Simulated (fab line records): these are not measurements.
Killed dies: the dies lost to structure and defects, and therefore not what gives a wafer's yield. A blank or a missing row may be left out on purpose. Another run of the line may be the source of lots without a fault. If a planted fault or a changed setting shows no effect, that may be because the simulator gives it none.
Code-filled problem report in 8D (eight disciplines) form    flow rit_cmos    the parts of the form that need people (team, actions taken, sign-off) are left out

== 1. WHAT IS WRONG ==
RIT_M1_PROBE_99, killed_at_contacts: mean 257.0 over 1 wafer from 1 lot; wafers with no fault: 0.1, standard deviation 0.27. That is +99 or more standard deviations from the usual mean.
First seen on wafer L543.3, day 7 17:56, on prober-01. The record holds 39 wafers of 13 lots with a number at this step. Rule for "out" (also "out of limits"): further than 4 standard deviations from the usual mean. The other wafers with a number count as sound.

== 2. WHAT IT IS AND WHAT IT IS NOT ==
question                     is                                              is not
which readings at this step  killed_at_contacts, killed_dies, killed_on_rim  killed_at_front_end, killed_open, killed_short
which lots                   L543                                            L523, L524, L525, L526, L527, L529, L530, L531, L533, L534, L545, L546
which wafers of those lots   L543.3                                          L543.1, L543.2
read on which tools          prober-01                                       prober-02
when                         from day 7 17:56                                up to then (32 sound wafers); but 6 sound wafers of L545, L546 came after

== 3. WHAT RULES OUT EACH SUSPECT ==
Counting: a tool at a process step up to the reading stays a suspect if it ran every lot that is out. Sound lots after the first of them don't rule it out here, since some wafers of a struck lot are sound.
- rie_diel-01 at RIT_CONTACT_ETCH_11 (etches SiO2 in CHF3/CF4/Ar, stops on TiSi2, target depth 480 nm, time 315.2 s): kept. L543, the lot that is out, went through it at day 7 12:47; up to then, the latest sound lot through it was L533 at day 5 09:19.
- prober-01 at RIT_M1_PROBE_99: kept. L543, the lot that is out, went through it at day 7 17:50; up to then, the latest sound lot through it was L533 at day 5 14:38. On those wafers its own readings are out: killed_at_contacts, killed_dies, killed_on_rim.
- Within rie_diel-01 at RIT_CONTACT_ETCH_11: the wafers that are out ran in chamber 0; their sound lot-mates ran in chambers 1, 3.
After counting, rie_diel-01 at RIT_CONTACT_ETCH_11 and prober-01 at RIT_M1_PROBE_99 remain.

== 4. THE CAUSE (what the simulator had put in) ==
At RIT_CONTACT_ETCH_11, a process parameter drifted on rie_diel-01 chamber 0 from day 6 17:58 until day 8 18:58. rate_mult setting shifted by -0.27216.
This tool is one of the 2 suspects left after counting.

== 5. THE CHAIN OF EFFECTS, in route order ==
Each row: a reading whose mean over the struck wafers that have a number lies more than 3 standard deviations from the usual. Only readings for which the record gives a usual standard deviation are gone through. hours: the time from each lot's start at the first step in this table that gives one to its start at this step, as a median over the lots. sigmas: the change in usual standard deviations.
hours  step             reading             usual  on struck wafers  change  sigmas
0      RIT_M1_PROBE_99  killed_at_contacts  0.1    257.0             +256.9  +99 or more
0      RIT_M1_PROBE_99  killed_dies         6.7    264.0             +257.3  +89
0      RIT_M1_PROBE_99  killed_on_rim       1.8    70.0              +68.2   +49
It contains these process steps:
- RIT_M1_PROBE_99

== 6. WHAT WOULD HAVE CAUGHT IT SOONER ==
First out-of-limits reading in this record: day 7 17:56, which is 24 hours after fault onset at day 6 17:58.
An alarm limit of 4 standard deviations would not have fired on the tool readings at RIT_CONTACT_ETCH_11 for which the record gives a usual standard deviation, since none of them was out on any struck wafer.
By day 7 17:56, every lot that is out (1) had started RIT_CONTACT_ETCH_11 on rie_diel-01. Had the tool been put on hold then, not one of them would have been saved.
